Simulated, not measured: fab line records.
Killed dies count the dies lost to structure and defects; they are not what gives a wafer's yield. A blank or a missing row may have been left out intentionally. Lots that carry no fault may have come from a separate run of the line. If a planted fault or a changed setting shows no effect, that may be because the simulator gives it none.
fab line records ; flow rit_cmos
[record] lots = 6; wafers = 18; last_day = 7
route steps=202 shown NSD@138 PSD@142 SDANNEAL@153 M1@202
lots that met no fault: taken from a fault-free run of the same line
start_h: the number of hours between the record's first day and the start of the first shown wafer of the lot ; wait_h: hours elapsed since this lot's preceding step ; " as in the row above ; L1.1+2: a single row standing in for several wafers ; - no value present, or no start provided ; * or withheld: withheld ; < > ~ a bound
route shown NAME@n: NAME is a module with steps in the file, n the number in the route of the first one ; usual: mean/standard deviation taken from wafers without a fault ; same: alike in all rows ; chamber/n: place in a boat ; sites: the reading at each site ; _std_site: their standard deviation ; _edge_site: outer sites' mean less inner sites' ; radius_mm: for every site, how far away it sits from the centre of the wafer ; mask NAME#n: copy n ; behind: the last tool/chamber to shape the wafer ; hold: what put the lot on hold/how long, in hours/how the hold closed ; device: transistor that didn't switch, given as n, p or np ; end of line: at the end of the route, the tests of the same wafers ; where a step has no rows: the recipe by itself ; killed: dies that structure and defects cost at the first sort, which is not the same as the wafer's yield ; map: the dies of a wafer, with x for killed, . for not killed, _ for no die there
set.NAME: setting as actually run; set.NAME@STEP: the setting as run at that earlier step ; model.NAME: the simulator's own value behind a step, which no gauge read
lots at selected steps of the route; one table per step, one row per wafer
services: a tool's chamber out of use, with start hour (start_h, from the record's first day; less than 0 if before it), hours out, and reason
[[steps]]
[step RIT_NSD_HARDBAKE_07]
[recipe] resist = NOVOLAK; temp_c = 140; time_s = 60
[step RIT_NSD_IMPLANT_08]
[recipe] species = P; energy_kev = 25; dose_cm2 = 1e+15; tilt_deg = 7
[step RIT_NSD_STRIP_09]
[recipe] chemistry = O2; time_s = 180; resist = NOVOLAK; platen_temp_c = withheld; power_w = 500; pressure_mtorr = 4000; o2_flow_sccm = 4000
[usual] drypump_motor_current_A = 5.7/0.35; o2_flow_sccm = 4002/11
lot.wafer;tool;chamber;start_h;wait_h;drypump_motor_current_A;o2_flow_sccm;rf_hours_counter_h
L899.3;plasma_asher-02;1;125.89;0.1;6.5;4006;-
L899.4;plasma_asher-02;0;125.89;0.1;5.5;3976;-
L899.5;plasma_asher-02;1;125.89;0.1;6.5;3992;-
L902.2;plasma_asher-03;0;137.77;0.1;5.7;4007;43
L902.3;plasma_asher-03;0;137.77;0.1;5.6;4010;-
L902.4;plasma_asher-03;1;137.77;0.1;5.6;4003;-
L904.1;plasma_asher-03;0;140.71;0.1;5.7;4000;43
L904.2;plasma_asher-03;1;140.71;0.1;5.6;4009;43
L904.6;plasma_asher-03;0;140.71;0.1;5.7;4003;-
L905.1;plasma_asher-03;0;144.97;0.1;5.6;4005;44
L905.4;plasma_asher-03;0;144.97;0.1;5.7;4018;-
L905.5;plasma_asher-03;0;144.97;0.1;5.7;4007;-
L909.1;plasma_asher-03;0;157.63;0.1;5.7;4016;46
L909.2;plasma_asher-03;1;157.63;0.1;5.6;4001;46
L909.3;plasma_asher-03;1;157.63;0.1;5.6;3988;-
L912.4;plasma_asher-02;0;167.98;0.1;5.5;4000;-
L912.5;plasma_asher-02;1;167.98;0.1;6.5;4008;-
L912.6;plasma_asher-02;0;167.98;0.1;5.5;4018;-
[step RIT_NSD_TW_MEAS_10]
[usual] NSD_TW = 3136/15
lot.wafer;tool;chamber;start_h;wait_h;NSD_TW
L899.3;film_metro-01;-;126.03;0.1;3146
L899.4;film_metro-01;-;126.03;0.1;3141
L899.5;film_metro-01;-;126.03;0.1;3155
L902.2;film_metro-03;-;137.96;0.1;3151
L902.3;film_metro-03;-;137.96;0.1;3156
L902.4;film_metro-03;-;137.96;0.1;3142
L904.1;film_metro-01;-;140.89;0.1;3160
L904.2;film_metro-01;-;140.89;0.1;3145
L904.6;film_metro-01;-;140.89;0.1;3146
L905.1;film_metro-01;-;145.15;0.1;3132
L905.4;film_metro-01;-;145.15;0.1;3126
L905.5;film_metro-01;-;145.15;0.1;3117
L909.1;film_metro-01;-;157.81;0.1;3135
L909.2;film_metro-01;-;157.81;0.1;3141
L909.3;film_metro-01;-;157.81;0.1;3147
L912.4;film_metro-01;-;168.12;0.1;3126
L912.5;film_metro-01;-;168.12;0.1;3142
L912.6;film_metro-01;-;168.12;0.1;3135
[step RIT_PSD_HMDS_00]
[recipe] prime_time_s = 60; prime_temp_c = 140
[step RIT_PSD_COAT_01]
[recipe] resist = NOVOLAK; spin_rpm = 3250; resist_thk_nm = 1000
[step RIT_PSD_SOFTBAKE_02]
[recipe] resist = NOVOLAK; temp_c = 90; time_s = 60
[step RIT_PSD_EXPOSE_03]
[recipe] mask_id = M10; na = 0.57; target_cd_nm = 40900; dose_mj = 250
[step RIT_PSD_PEB_04]
[recipe] resist = NOVOLAK; temp_c = withheld; time_s = withheld
[step RIT_PSD_DEVELOP_05]
[recipe] resist = NOVOLAK; develop_time_s = 50; dev_temp_c = 23
[step RIT_PSD_OVL_MEAS_06]
[usual] PSD_OVL = -0.9/1.4
lot.wafer;tool;chamber;start_h;wait_h;PSD_OVL[nm]
L899.3;overlay-01;-;126.93;-;1.3
L899.4;overlay-01;-;126.93;-;-0.2
L899.5;overlay-01;-;126.93;-;1.1
L902.2;overlay-02;-;139.01;-;-2.0
L902.3;overlay-02;-;139.01;-;-1.5
L902.4;overlay-02;-;139.01;-;-1.6
L904.1;overlay-01;-;141.80;-;-2.3
L904.2;overlay-01;-;141.80;-;-0.8
L904.6;overlay-01;-;141.80;-;-1.8
L905.1;overlay-01;-;146.08;-;-0.5
L905.4;overlay-01;-;146.08;-;1.0
L905.5;overlay-01;-;146.08;-;-0.3
L909.1;overlay-01;-;159.03;-;-0.9
L909.2;overlay-01;-;159.03;-;-0.1
L909.3;overlay-01;-;159.03;-;-1.2
L912.4;overlay-02;-;169.02;-;-0.6
L912.5;overlay-02;-;169.02;-;-0.7
L912.6;overlay-02;-;169.02;-;-0.1
[step RIT_PSD_HARDBAKE_07]
[recipe] resist = NOVOLAK; temp_c = 140; time_s = 60
[step RIT_PSD_IMPLANT_08]
[recipe] species = BF2; energy_kev = 27; dose_cm2 = 5e+15; tilt_deg = 7
[usual] beam_energy_keV = 27.000/0.0088
lot.wafer;tool;chamber;start_h;wait_h;beam_energy_keV;model.implant.rp_nm;model.implant.drp_nm
L899.3;implanter-03;0;127.16;0.1;27.008;21.7;12.05
L899.4;implanter-03;0;127.16;0.1;26.996;21.7;12.05
L899.5;implanter-03;0;127.16;0.1;27.008;21.7;12.05
L902.2;implanter-02;0;139.32;0.1;27.000;22.63;12.05
L902.3;implanter-02;0;139.32;0.1;27.003;22.63;12.05
L902.4;implanter-02;0;139.32;0.1;27.003;22.63;12.05
L904.1;implanter-03;0;141.98;0.1;24.596;20.55;11.29
L904.2;implanter-03;0;141.98;0.1;24.598;20.55;11.29
L904.6;implanter-03;0;141.98;0.1;24.599;20.55;11.29
L905.1;implanter-03;0;146.42;0.1;24.623;20.04;11.29
L905.4;implanter-03;0;146.42;0.1;24.625;20.04;11.29
L905.5;implanter-03;0;146.42;0.1;24.625;20.04;11.29
L909.1;implanter-01;0;159.21;0.1;26.995;21.58;12.05
L909.2;implanter-01;0;159.21;0.1;26.998;21.58;12.05
L909.3;implanter-01;0;159.21;0.1;26.988;21.58;12.05
L912.4;implanter-01;0;169.26;0.1;26.989;21.59;12.05
L912.5;implanter-01;0;169.26;0.1;26.996;21.59;12.05
L912.6;implanter-01;0;169.26;0.1;27.009;21.59;12.05
[step RIT_PSD_STRIP_09]
[recipe] chemistry = O2; time_s = 180; resist = NOVOLAK; platen_temp_c = withheld; power_w = 500; pressure_mtorr = 4000; o2_flow_sccm = 4000
[usual] drypump_motor_current_A = 5.56/0.27; o2_flow_sccm = 4001/13
lot.wafer;tool;chamber;start_h;wait_h;drypump_motor_current_A;o2_flow_sccm;rf_hours_counter_h
L899.3;plasma_asher-03;1;127.31;0.1;5.56;4012;-
L899.4;plasma_asher-03;0;127.31;0.1;5.66;4006;-
L899.5;plasma_asher-03;1;127.31;0.1;5.55;4001;-
L902.2;plasma_asher-03;0;139.45;0.1;5.67;4004;43
L902.3;plasma_asher-03;1;139.45;0.1;5.56;4013;-
L902.4;plasma_asher-03;0;139.45;0.1;5.67;4002;-
L904.1;plasma_asher-03;0;142.13;0.1;5.66;3992;43
L904.2;plasma_asher-03;1;142.13;0.1;5.53;4002;43
L904.6;plasma_asher-03;0;142.13;0.1;5.65;3986;-
L905.1;plasma_asher-01;1;146.57;0.1;5.02;3980;37
L905.4;plasma_asher-01;0;146.57;0.1;5.98;4002;-
L905.5;plasma_asher-01;1;146.57;0.1;5.02;3985;-
L909.1;plasma_asher-03;0;159.36;0.1;5.67;4006;46
L909.2;plasma_asher-03;1;159.36;0.1;5.53;3998;46
L909.3;plasma_asher-03;1;159.36;0.1;5.56;4012;-
L912.4;plasma_asher-01;0;169.40;0.1;5.94;4006;-
L912.5;plasma_asher-01;1;169.40;0.1;5.00;4019;-
L912.6;plasma_asher-01;0;169.40;0.1;5.96;4005;-
[step RIT_PSD_TW_MEAS_10]
[usual] PSD_TW = 3446/19
lot.wafer;tool;chamber;start_h;wait_h;PSD_TW
L899.3;film_metro-02;-;127.45;0.1;3430
L899.4;film_metro-02;-;127.45;0.1;3446
L899.5;film_metro-02;-;127.45;0.1;3436
L902.2;film_metro-03;-;139.63;0.1;3460
L902.3;film_metro-03;-;139.63;0.1;3471
L902.4;film_metro-03;-;139.63;0.1;3465
L904.1;film_metro-02;-;142.31;0.1;3370
L904.2;film_metro-02;-;142.31;0.1;3360
L904.6;film_metro-02;-;142.31;0.1;3366
L905.1;film_metro-03;-;146.74;0.1;3368
L905.4;film_metro-03;-;146.74;0.1;3361
L905.5;film_metro-03;-;146.74;0.1;3345
L909.1;film_metro-03;-;159.54;0.1;3454
L909.2;film_metro-03;-;159.54;0.1;3437
L909.3;film_metro-03;-;159.54;0.1;3457
L912.4;film_metro-02;-;169.54;0.1;3461
L912.5;film_metro-02;-;169.54;0.1;3468
L912.6;film_metro-02;-;169.54;0.1;3454
[step RIT_SDANNEAL_CLEAN_00]
[recipe] chemistry = SC1; mix = 3:3:50; time_s = 600; temp_c = 75
[step RIT_SDANNEAL_CLEAN_01]
[recipe] chemistry = dHF; dilution = 50:1; time_s = 30
[step RIT_SDANNEAL_CLEAN_02]
[recipe] chemistry = SC2; mix = 3:3:50; time_s = 600; temp_c = 75; dry = n2_spin
[step RIT_SDANNEAL_RTA_03]
[recipe] temp_c = 1050; time_s = 5; idle_temp_c = 600; ramp_up_c_per_s = 342; ramp_down_c_per_s = 171; cool_to_c = 600; ambient = N2
[usual] anneal_temp_c_max = 1057.0/2.1; wafer_temp_C_max = 1053.5/1.1
lot.wafer;tool;chamber;start_h;wait_h;anneal_temp_c_max;wafer_temp_C_max
L899.3;rtp_anneal-01;0;128.07;0.0;1056.4;1053.5
L899.4;rtp_anneal-01;0;128.07;0.0;1059.2;1052.6
L899.5;rtp_anneal-01;0;128.07;0.0;1057.7;1053.7
L902.2;rtp_anneal-01;0;140.09;0.0;1059.3;1053.7
L902.3;rtp_anneal-01;0;140.09;0.0;1058.5;1053.8
L902.4;rtp_anneal-01;0;140.09;0.0;1060.3;1052.9
L904.1;rtp_anneal-02;0;142.77;0.0;1055.7;1054.8
L904.2;rtp_anneal-02;0;142.77;0.0;1056.1;1053.4
L904.6;rtp_anneal-02;0;142.77;0.0;1055.0;1054.5
L905.1;rtp_anneal-01;0;147.17;0.0;1057.0;1052.8
L905.4;rtp_anneal-01;0;147.17;0.0;1058.6;1056.2
L905.5;rtp_anneal-01;0;147.17;0.0;1056.6;1053.7
L909.1;rtp_anneal-01;0;159.97;0.0;1059.2;1053.6
L909.2;rtp_anneal-01;0;159.97;0.0;1059.8;1054.0
L909.3;rtp_anneal-01;0;159.97;0.0;1060.6;1053.2
L912.4;rtp_anneal-02;0;169.97;0.0;1057.0;1052.8
L912.5;rtp_anneal-02;0;169.97;0.0;1054.5;1052.9
L912.6;rtp_anneal-02;0;169.97;0.0;1054.4;1053.5
[step RIT_SDANNEAL_RS_MEAS_04]
[recipe] thk_meas_gauge = four-point-probe
[usual] PSD_RS = 115.8/0.31
lot.wafer;tool;chamber;start_h;wait_h;PSD_RS[ohm/sq]
L899.3;film_metro-03;-;128.15;0.1;115.5
L899.4;film_metro-03;-;128.15;0.1;115.8
L899.5;film_metro-03;-;128.15;0.1;115.5
L902.2;film_metro-02;-;140.16;0.1;116.0
L902.3;film_metro-02;-;140.16;0.1;116.0
L902.4;film_metro-02;-;140.16;0.1;116.2
L904.1;film_metro-03;-;142.83;0.0;121.2
L904.2;film_metro-03;-;142.83;0.0;121.0
L904.6;film_metro-03;-;142.83;0.0;121.0
L905.1;film_metro-02;-;147.23;0.0;121.5
L905.4;film_metro-02;-;147.23;0.0;121.5
L905.5;film_metro-02;-;147.23;0.0;121.7
L909.1;film_metro-03;-;160.02;0.0;115.8
L909.2;film_metro-03;-;160.02;0.0;116.1
L909.3;film_metro-03;-;160.02;0.0;116.0
L912.4;film_metro-01;-;170.06;0.1;115.4
L912.5;film_metro-01;-;170.06;0.1;115.4
L912.6;film_metro-01;-;170.06;0.1;115.3
[step RIT_SDANNEAL_RS_MEAS_05]
[recipe] thk_meas_gauge = four-point-probe
[usual] NSD_RS = 84.54/0.26
lot.wafer;tool;chamber;start_h;wait_h;NSD_RS[ohm/sq]
L899.3;film_metro-03;-;128.27;0.1;84.50
L899.4;film_metro-03;-;128.27;0.1;84.40
L899.5;film_metro-03;-;128.27;0.1;84.29
L902.2;film_metro-02;-;140.28;0.1;85.05
L902.3;film_metro-02;-;140.28;0.1;84.87
L902.4;film_metro-02;-;140.28;0.1;85.07
L904.1;film_metro-03;-;142.95;0.1;84.16
L904.2;film_metro-03;-;142.95;0.1;84.24
L904.6;film_metro-03;-;142.95;0.1;84.25
L905.1;film_metro-02;-;147.35;0.1;85.06
L905.4;film_metro-02;-;147.35;0.1;84.70
L905.5;film_metro-02;-;147.35;0.1;84.86
L909.1;film_metro-03;-;160.14;0.1;84.31
L909.2;film_metro-03;-;160.14;0.1;84.41
L909.3;film_metro-03;-;160.14;0.1;84.09
L912.4;film_metro-01;-;170.18;0.1;84.67
L912.5;film_metro-01;-;170.18;0.1;84.57
L912.6;film_metro-01;-;170.18;0.1;84.46
[step RIT_M1_PROBE_99]
[usual] killed_at_contacts = 0.1/0.25; killed_at_front_end = 7/3.1; killed_dies = 7/3.2; killed_open = 3.3/2; killed_short = 3.5/2
[same] gross_dies = 264; killed_at_M0_to_M3 = 0; killed_at_M4_up = 0; killed_at_back_side = 0; killed_at_other = 0
lot.wafer;tool;chamber;start_h;wait_h;killed_at_contacts;killed_at_front_end;killed_dies;killed_open;killed_short;model.etest.contact_pplus.end_ohm_um;model.etest.vpnp.gain;model.etest.diode_pplus_nwell.cj_ff_um2;model.etest.diode_pplus_comb.cj_ff_um2
L899.3;prober-01;-;136.04;0.2;0;12;12;5;7;43.62;1.067;1.694;2.002
L899.4;prober-01;-;136.09;0.2;0;13;13;5;8;43.7;1.066;1.698;2.01
L899.5;prober-01;-;136.14;0.2;1;8;9;5;4;43.13;1.05;1.704;1.999
L902.2;prober-01;-;148.72;0.1;0;11;11;5;6;42.48;1.076;1.668;1.962
L902.3;prober-01;-;148.77;0.2;0;10;10;6;4;41.34;1.066;1.663;1.957
L902.4;prober-01;-;148.82;0.2;0;14;14;9;5;43.37;1.048;1.668;1.954
L904.1;prober-02;-;150.66;0.1;0;9;9;5;4;48.71;0.9639;1.748;2.035
L904.2;prober-02;-;150.71;0.1;0;6;6;1;5;46.31;0.9971;1.744;2.043
L904.6;prober-02;-;150.91;0.2;0;6;6;3;3;46.09;0.9975;1.746;2.045
L905.1;prober-01;-;154.73;0.1;0;6;6;2;4;48.66;0.9466;1.795;2.074
L905.4;prober-01;-;154.88;0.2;0;5;5;3;2;48.17;0.9715;1.75;2.054
L905.5;prober-01;-;154.93;0.2;0;7;7;2;5;49.09;0.9459;1.785;2.057
L909.1;prober-01;-;167.34;0.1;0;13;13;9;4;45.07;1.029;1.695;2.026
L909.2;prober-01;-;167.39;0.1;0;3;3;1;2;44.34;1.001;1.719;2.031
L909.3;prober-01;-;167.44;0.2;0;10;10;3;7;46.42;1.002;1.724;2.023
L912.4;prober-02;-;177.66;0.2;0;15;15;7;8;45.75;1.009;1.731;2.032
L912.5;prober-02;-;177.71;0.2;0;16;16;7;9;45.42;1.009;1.724;2.022
L912.6;prober-02;-;177.76;0.2;1;8;9;6;3;45.73;1.049;1.692;2.029
// killed by level:class
L899.3 FOX1:geometric_particle:short=3 FOX2:geometric_particle:open=2 FOX2:geometric_particle:short=2 GATE:geometric_particle:short=2 GATE:geometric_particle:open=1 SPACER:geometric_particle:open=1 SILICIDE:geometric_particle:open=1
L899.4 GATE:geometric_particle:short=3 FOX1:geometric_particle:short=2 GATE:geometric_particle:open=2 REOX:geometric_particle:short=2 FOX1:geometric_particle:open=1 REOX:geometric_particle:open=1 SPACER:geometric_particle:open=1 SPACER:geometric_particle:short=1
L899.5 SILICIDE:geometric_particle:open=3 FOX1:geometric_particle:short=2 FOX1:geometric_particle:open=1 GATE:geometric_particle:open=1 GATE:geometric_particle:short=1 CONTACT:geometric_particle:short=1
L902.2 GATE:geometric_particle:short=4 GATE:geometric_particle:open=3 FOX1:geometric_particle:open=1 FOX2:geometric_particle:short=1 REOX:geometric_particle:short=1 REOX:geometric_particle:open=1
L902.3 GATE:geometric_particle:short=4 GATE:geometric_particle:open=3 FOX1:geometric_particle:open=2 REOX:geometric_particle:open=1
L902.4 FOX1:geometric_particle:open=4 FOX1:geometric_particle:short=2 FOX2:geometric_particle:open=2 GATE:geometric_particle:open=2 FOX2:geometric_particle:short=1 GATE:geometric_particle:short=1 SILICIDE:geometric_particle:short=1 SILICIDE:geometric_particle:open=1
L904.1 GATE:geometric_particle:open=3 GATE:geometric_particle:short=3 SPACER:geometric_particle:open=2 SPACER:geometric_particle:short=1
L904.2 FOX1:geometric_particle:short=2 SPACER:geometric_particle:short=2 GATE:geometric_particle:short=1 GATE:geometric_particle:open=1
L904.6 GATE:geometric_particle:short=2 FOX1:geometric_particle:open=1 FOX2:geometric_particle:open=1 GATE:geometric_particle:open=1 SPACER:geometric_particle:short=1
L905.1 GATE:geometric_particle:short=2 GATE:geometric_particle:open=2 REOX:geometric_particle:short=1 FOX1:geometric_particle:short=1
L905.4 GATE:geometric_particle:open=2 FOX1:geometric_particle:short=1 REOX:geometric_particle:open=1 SILICIDE:geometric_particle:short=1
L905.5 GATE:geometric_particle:short=3 FOX1:geometric_particle:short=1 FOX2:geometric_particle:open=1 SPACER:geometric_particle:open=1 SPACER:geometric_particle:short=1
L909.1 GATE:geometric_particle:short=3 GATE:geometric_particle:open=3 SILICIDE:geometric_particle:open=3 FOX1:geometric_particle:open=2 SPACER:geometric_particle:open=1 SILICIDE:geometric_particle:short=1
L909.2 FOX1:geometric_particle:short=1 GATE:geometric_particle:open=1 SILICIDE:geometric_particle:short=1
L909.3 FOX1:geometric_particle:short=2 GATE:geometric_particle:open=2 GATE:geometric_particle:short=2 SPACER:geometric_particle:short=2 SILICIDE:geometric_particle:short=1 SILICIDE:geometric_particle:open=1
L912.4 GATE:geometric_particle:open=4 FOX2:geometric_particle:short=2 GATE:geometric_particle:short=2 SPACER:geometric_particle:open=2 SPACER:geometric_particle:short=2 FOX1:geometric_particle:short=1 REOX:geometric_particle:short=1 REOX:geometric_particle:open=1
L912.5 GATE:geometric_particle:short=4 FOX2:geometric_particle:open=2 GATE:geometric_particle:open=2 REOX:geometric_particle:open=2 REOX:geometric_particle:short=2 SPACER:geometric_particle:short=2 FOX1:geometric_particle:open=1 FOX2:geometric_particle:short=1
L912.6 GATE:geometric_particle:open=2 SPACER:geometric_particle:open=2 FOX1:geometric_particle:open=1 GATE:geometric_particle:short=1 SPACER:geometric_particle:short=1 SILICIDE:geometric_particle:open=1 CONTACT:geometric_particle:short=1
[[services]]
tool;chamber;start_h;hours;kind
plasma_asher-02;-;108.75;9.0;pm
plasma_asher-02;0;108.75;9.0;vent_cycle
plasma_asher-02;1;108.75;9.0;vent_cycle
plasma_asher-01;-;112.30;2.8;pm
plasma_asher-02;0;117.75;-;clean
plasma_asher-02;1;117.75;-;clean
plasma_asher-03;-;130.17;3.4;repair
[[key]]
[first_sign] step = RIT_PSD_IMPLANT_08; reading = beam_energy_keV; direction = down; sigmas = 99+; usual = 27.000; struck = 24.611
[effect] step = RIT_PSD_TW_MEAS_10; reading = PSD_TW; direction = down; sigmas = 4.5; usual = 3446; struck = 3362
[effect] step = RIT_SDANNEAL_RS_MEAS_04; reading = PSD_RS; direction = up; sigmas = 18; usual = 115.8; struck = 121.3
[model_effect] step = RIT_PSD_IMPLANT_08; value = implant.rp_nm; without = 21.85; struck = 20.29
[model_effect] step = RIT_M1_PROBE_99; value = etest.contact_pplus.end_ohm_um; without = 43.94; struck = 47.84
met_at RIT_PSD_IMPLANT_08
struck_wafers L904.1,L904.2,L904.6,L905.1,L905.4,L905.5
tester_left_out L904,L905
onset_between 127.16 141.98
[fault] kind = process_parameter_drift; tool = implanter-03; chamber = -; onset_h = 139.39; steps = RIT_PSD_IMPLANT_08; channel = energy_kev; offset = -2.3833; shape = step; end_h = 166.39; acts_in = these_recipes_only; stated = 27
// tester_left_out: of these lots the tester's yield and bins aren't shown, on N5 and GAA mostly nor the transistor test; their killed dies are dies lost to structure and defects alone, not to doping, threshold or leakage, so they don't give the yield
